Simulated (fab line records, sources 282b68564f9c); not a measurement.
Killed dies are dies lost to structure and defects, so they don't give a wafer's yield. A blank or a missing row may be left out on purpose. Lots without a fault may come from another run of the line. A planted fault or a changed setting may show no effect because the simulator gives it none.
Split-lot experiment | flow rit_cmos | 5 lots, 23 wafers read, on a route of 202 steps

THE SPLIT
At RIT_CONTACT_ETCH_11 (etches SiO2 in CHF3/CF4/Ar, stops on TiSi2, target depth 480 nm, time 320 s), the setting time_s was moved away from the recipe's 320 s on 9 of the 23 wafers read, by -14.8% to +6.8%. The other wafers ran this setting at the recipe's value.

The reading is taken at the split's own step.

THE READING
NOVOLAK_of_CONTACT_COAT_03.thk_nm (the simulator's own value, which no gauge read), in nm, at RIT_CONTACT_ETCH_11 (etches SiO2 in CHF3/CF4/Ar, stops on TiSi2, target depth 480 nm, time 320 s). The file gives no usual value for it. The 14 wafers here that ran the recipe average 771.5 nm, standard deviation 3.4 nm.

wafer  | tool, chamber at the split | time_s as run, s | against the recipe | NOVOLAK_of_CONTACT_COAT_03.thk_nm, nm | against lot-mates on the recipe
L074.1 | rie_diel-03, 2             | 341.8            | +6.8%              | 758.3                                 | -14.9
L074.2 | rie_diel-03, 0             | 320              | recipe             | 773.4                                 | -
L074.3 | rie_diel-03, 3             | 341.8            | +6.8%              | 763.9                                 | -9.2
L074.5 | rie_diel-03, 3             | 320              | recipe             | 772.9                                 | -
L074.6 | rie_diel-03, 2             | 341.8            | +6.8%              | 757.2                                 | -15.9
L078.1 | rie_diel-01, 0             | 320              | recipe             | 776.2                                 | -
L078.3 | rie_diel-01, 1             | 320              | recipe             | 773.9                                 | -
L078.6 | rie_diel-01, 1             | 320              | recipe             | 773.7                                 | -
L080.1 | rie_diel-02, 1             | 320              | recipe             | 772.9                                 | -
L080.3 | rie_diel-02, 3             | 320              | recipe             | 772.5                                 | -
L080.4 | rie_diel-02, 3             | 320              | recipe             | 773.7                                 | -
L080.5 | rie_diel-02, 2             | 272.5            | -14.8%             | 788.4                                 | +15.4
L080.6 | rie_diel-02, 1             | 272.5            | -14.8%             | 785.7                                 | +12.7
L084.1 | rie_diel-01, 0             | 334.8            | +4.6%              | 766.1                                 | -4.5
L084.2 | rie_diel-01, 1             | 320              | recipe             | 770.8                                 | -
L084.3 | rie_diel-01, 2             | 320              | recipe             | 768.4                                 | -
L084.5 | rie_diel-01, 0             | 334.8            | +4.6%              | 767.2                                 | -3.4
L084.6 | rie_diel-01, 1             | 320              | recipe             | 772.5                                 | -
L085.1 | rie_diel-03, 3             | 284.7            | -11.0%             | 780.4                                 | +13.5
L085.3 | rie_diel-03, 2             | 320              | recipe             | 761.4                                 | -
L085.4 | rie_diel-03, 1             | 320              | recipe             | 769.3                                 | -
L085.5 | rie_diel-03, 0             | 320              | recipe             | 769.9                                 | -
L085.6 | rie_diel-03, 1             | 284.7            | -11.0%             | 782.9                                 | +16.0

THE FIT
A straight line over all 23 wafers: NOVOLAK_of_CONTACT_COAT_03.thk_nm changes by -1.14 nm for each +1% of time_s; r = -0.90; the points scatter about the line by 3.4 nm.
The same after taking each lot's own level away (the mean of its wafers on the recipe; 23 wafers): -1.23 nm for each +1%; r = -0.93; scatter 3.1 nm.
On that fit, the largest move of time_s shifts the reading by 18 nm.
The lots' own levels span 766.87 to 774.60 nm, that is 2.2 times the standard deviation above.
So the lot-to-lot level changes the slope little: the two slopes agree.
Check: with one of the wafers moved furthest among these (-14.8%) left out of the fit, the line predicts +18.4 nm for it against its lot-mates. It came out at +15.4 nm against them.

OTHER SPLITS ON THESE WAFERS
These wafers also went through other splits before the reading. Each is held against what the fit with the lots' levels taken away leaves over:
other split on the same wafers  | wafers away from the commonest value | r with NOVOLAK_of_CONTACT_COAT_03.thk_nm (lot level and that fit taken away)
RIT_SILICIDE_SPUTTER_01 power_w | 8                                    | -0.01

THE FILE'S OWN FIT
NOVOLAK_of_CONTACT_COAT_03.thk_nm changes by -1.17 nm for each +1% of time_s, r = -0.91.
